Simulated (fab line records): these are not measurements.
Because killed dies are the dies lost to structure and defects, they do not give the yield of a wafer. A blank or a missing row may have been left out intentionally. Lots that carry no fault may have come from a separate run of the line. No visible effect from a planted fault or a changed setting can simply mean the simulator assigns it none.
Tool commonality check ; flow berkeleyCmos170 ; Lots sampled 15, wafers sampled 45

## REASON FOR OPENING
3 of 15 lots carry a flag on the reading CONTACT_PSG_THK at UCB170_CONTACT_THK_MEAS_02. Wafers without a fault read 700 nm, standard deviation 5.3.
Rule: flag the lot when none of its wafers has a number, or when each of its wafers that has one lies beyond 4 standard deviations from that mean. As for the other lots, they are considered sound.

lot;measured;on;CONTACT_PSG_THK (nm), wafer by wafer;flag
L102;day 8 08:58;filmMetro-03;701 709 698;
L106;day 9 00:40;filmMetro-03;711 706 703;
L107;day 9 11:43;filmMetro-02;704 708 709;
L110;day 9 23:47;filmMetro-01;697 696 694;
L109;day 9 23:47;filmMetro-03;705 696 697;
L108;day 10 00:08;filmMetro-02;702 703 705;
L112;day 10 08:25;filmMetro-03;693 692 698;
L111;day 10 08:26;filmMetro-01;703 703 698;
L114;day 10 17:54;filmMetro-02;704 702 697;
L113;day 10 18:16;filmMetro-02;564 567 565;FLAGGED
L117;day 11 08:03;filmMetro-01;708 704 703;
L119;day 11 12:55;filmMetro-01;563 562 557;FLAGGED
L120;day 11 12:56;filmMetro-03;556 559 549;FLAGGED
L123;day 12 12:05;filmMetro-01;700 703 703;
L124;day 12 20:23;filmMetro-01;698 700 695;
On average the flagged lots' numbers are 560 nm, which is -140 nm against the usual, or -26 standard deviations.

## EACH LOT AND THE TOOL IT RAN ON
The record holds 1 process step before the reading, out of a route of 331 steps. In each cell: the tool, then ch and the chambers that the sampled wafers went through, then the start.
lot;flag;UCB170_CONTACT_CVD_01
L102;;lpcvd-02 ch 1, day 8 07:10
L106;;lpcvd-01 ch 0, day 8 22:51
L107;;lpcvd-01 ch 1, day 9 09:56
L110;;lpcvd-02 ch 0, day 9 21:59
L109;;lpcvd-02 ch 1, day 9 21:59
L108;;lpcvd-01 ch 0, day 9 21:28
L112;;lpcvd-02 ch 0, day 10 06:38
L111;;lpcvd-02 ch 0, day 10 06:38
L114;;lpcvd-01 ch 0, day 10 16:07
L113;FLAGGED;lpcvd-02 ch 1, day 10 16:29
L117;;lpcvd-01 ch 1, day 11 06:14
L119;FLAGGED;lpcvd-02 ch 1, day 11 11:08
L120;FLAGGED;lpcvd-02 ch 1, day 11 11:08
L123;;lpcvd-01 ch 1, day 12 10:18
L124;;lpcvd-01 ch 1, day 12 17:42
What is done by these steps:
- UCB170_CONTACT_CVD_01: deposits PSG from SiH4/O2/PH3, target thk 700 nm, time 2820 s.
- UCB170_CONTACT_THK_MEAS_02

## FLAGGED OVER TOTAL, TOOL BY TOOL (the gauges that took the reading come last)
step;tool;lots run;flagged;share of the flagged lots;sound lots run after its first flagged lot
UCB170_CONTACT_CVD_01;lpcvd-01;7;0;none;-
UCB170_CONTACT_CVD_01;lpcvd-02;8;3;all;0
UCB170_CONTACT_THK_MEAS_02;filmMetro-01;6;1;some;2 (L123,L124)
UCB170_CONTACT_THK_MEAS_02;filmMetro-02;4;1;some;0
UCB170_CONTACT_THK_MEAS_02;filmMetro-03;5;1;some;0

## WHAT THE TABLE PERMITS
Rows of the table that ran each flagged lot: 1, that is lpcvd-02 at UCB170_CONTACT_CVD_01.
- lpcvd-02 at UCB170_CONTACT_CVD_01: 3 of its 8 lots flagged. Its last sound lot is L111 (day 10 06:38), its first flagged lot L113 (day 10 16:29): a fault that began between those two fits.
lpcvd-02 at UCB170_CONTACT_CVD_01 is the single tool remaining.

## WHAT THE SIMULATOR HAD INSERTED
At UCB170_CONTACT_CVD_01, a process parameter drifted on lpcvd-02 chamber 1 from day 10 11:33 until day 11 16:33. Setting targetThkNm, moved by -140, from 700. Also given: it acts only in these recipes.
Lots struck among those shown: L113, L119, L120. Same finding as the rule above.
